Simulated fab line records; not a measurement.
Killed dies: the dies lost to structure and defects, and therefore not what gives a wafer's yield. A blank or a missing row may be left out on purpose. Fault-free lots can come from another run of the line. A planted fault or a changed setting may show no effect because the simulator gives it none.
Which tool was responsible? / flow rit-cmos / 7 lots with 21 wafers sampled at 2 steps, on a route of 202 steps

## WHAT THE GAUGES READ, wafer by wafer
RIT_GATE_THK_MEAS_07.
lot=L790; measured=day 2 16:04; on=film-metro-02; GATE_OXIDE_THK (nm)=3.00 2.93 2.89
lot=L794; measured=day 3 10:56; on=film-metro-02; GATE_OXIDE_THK (nm)=3.00 3.08 2.99
lot=L796; measured=day 3 21:28; on=film-metro-03; GATE_OXIDE_THK (nm)=3.05 3.01 2.99
lot=L800; measured=day 4 18:56; on=film-metro-01; GATE_OXIDE_THK (nm)=2.97 3.00 2.95
lot=L804; measured=day 5 13:53; on=film-metro-02; GATE_OXIDE_THK (nm)=2.99 3.01 3.02
lot=L808; measured=day 6 09:43; on=film-metro-02; GATE_OXIDE_THK (nm)=3.04 3.03 3.05
lot=L810; measured=day 6 20:51; on=film-metro-01; GATE_OXIDE_THK (nm)=3.90 3.92 3.89

## WHICH TOOL RAN EACH LOT (tool, then ch and the chambers of the sampled wafers, then the start)
lot=L790; RIT_GATE_OXIDATION_05=furnace-03 ch 0, day 2 13:03
lot=L794; RIT_GATE_OXIDATION_05=furnace-03 ch 0, day 3 09:37
lot=L796; RIT_GATE_OXIDATION_05=furnace-04 ch 0, day 3 20:08
lot=L800; RIT_GATE_OXIDATION_05=furnace-02 ch 0, day 4 15:03
lot=L804; RIT_GATE_OXIDATION_05=furnace-03 ch 0, day 5 12:33
lot=L808; RIT_GATE_OXIDATION_05=furnace-03 ch 0, day 6 08:24
lot=L810; RIT_GATE_OXIDATION_05=furnace-03 ch 0, day 6 19:31
- RIT_GATE_OXIDATION_05: target thk 3 nm, ox time 270 s.

## THE ANSWER, worked out from the rows above alone
Rule: what is usual is taken from the lots themselves. The widest of any qualifying gaps counts: lots, ordered by their means at a reading, are off when they make up no more than a third of the lots, leave a main group of 4 or more, and stand apart from it by 3 or more times the standard deviation of that group's means. A main group is skipped when, at the precision printed for the reading in the tables above, its means are all equal. A lot without any number at a reading at which 4 lots or more have one is off too. Any other lot the step has rows for is counted as sound.
Off: L810, at RIT_GATE_THK_MEAS_07 (GATE_OXIDE_THK). For the main group the mean is 3.00 nm and the standard deviation 0.034.
If a tool, at a process step before that reading, ran all the lots that are off and no sound lot after the first of them, it fits. Gauges at RIT_GATE_THK_MEAS_07: tried the same way as those tools. Undecided on this evidence; 2 tools fit (furnace-03 at RIT_GATE_OXIDATION_05, film-metro-01 at RIT_GATE_THK_MEAS_07).

## WHAT WAS PUT IN BY THE SIMULATOR
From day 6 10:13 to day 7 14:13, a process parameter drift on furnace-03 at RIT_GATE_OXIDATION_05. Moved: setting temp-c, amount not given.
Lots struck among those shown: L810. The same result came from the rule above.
